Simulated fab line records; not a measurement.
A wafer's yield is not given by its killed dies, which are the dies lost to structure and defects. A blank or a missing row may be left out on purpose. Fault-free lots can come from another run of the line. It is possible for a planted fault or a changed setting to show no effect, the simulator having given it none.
Which tool was responsible? :: flow berkeleyCmos170 :: 21 wafers sampled from 7 lots at 1 step of a route of 331

## WHAT EACH GAUGE READ, for each wafer
UCB170_GATE_OVL_MEAS_13.
lot: L869
measured: day 6 15:26
on: overlay-02
GATE_OVL (nm): 2 6 4

lot: L870
measured: day 6 15:53
on: overlay-01
GATE_OVL (nm): -6 -2 -12

lot: L872
measured: day 6 23:37
on: overlay-02
GATE_OVL (nm): 2 1 -2

lot: L875
measured: day 7 16:01
on: overlay-01
GATE_OVL (nm): -4 -4 -1

lot: L881
measured: day 9 09:02
on: overlay-02
GATE_OVL (nm): -4 5 -2

lot: L882
measured: day 9 17:02
on: overlay-02
GATE_OVL (nm): 3 13 -1

lot: L886
measured: day 10 06:19
on: overlay-01
GATE_OVL (nm): 4 5 -1

## EACH LOT AND THE TOOL THAT RAN IT (in order: tool; ch and the chambers of the sampled wafers; start)
There is no process step in the record ahead of these readings.

## THE ANSWER, worked out from the rows above alone
Rule: what is usual is taken from the lots themselves. The widest of any qualifying gaps counts: lots, ordered by their means at a reading, are off when they make up no more than a third of the lots, leave a main group of 4 or more, and stand apart from it by 3 or more times the standard deviation of that group's means. If all means in a main group match to the digits the tables above print for the reading, that group is not used. A lot without any number at a reading at which 4 lots or more have one is off too. All remaining lots with rows at the step are treated as sound.
No lot is off at any reading shown: from this, nothing can be told.

## WHAT THE SIMULATOR HAD PUT IN
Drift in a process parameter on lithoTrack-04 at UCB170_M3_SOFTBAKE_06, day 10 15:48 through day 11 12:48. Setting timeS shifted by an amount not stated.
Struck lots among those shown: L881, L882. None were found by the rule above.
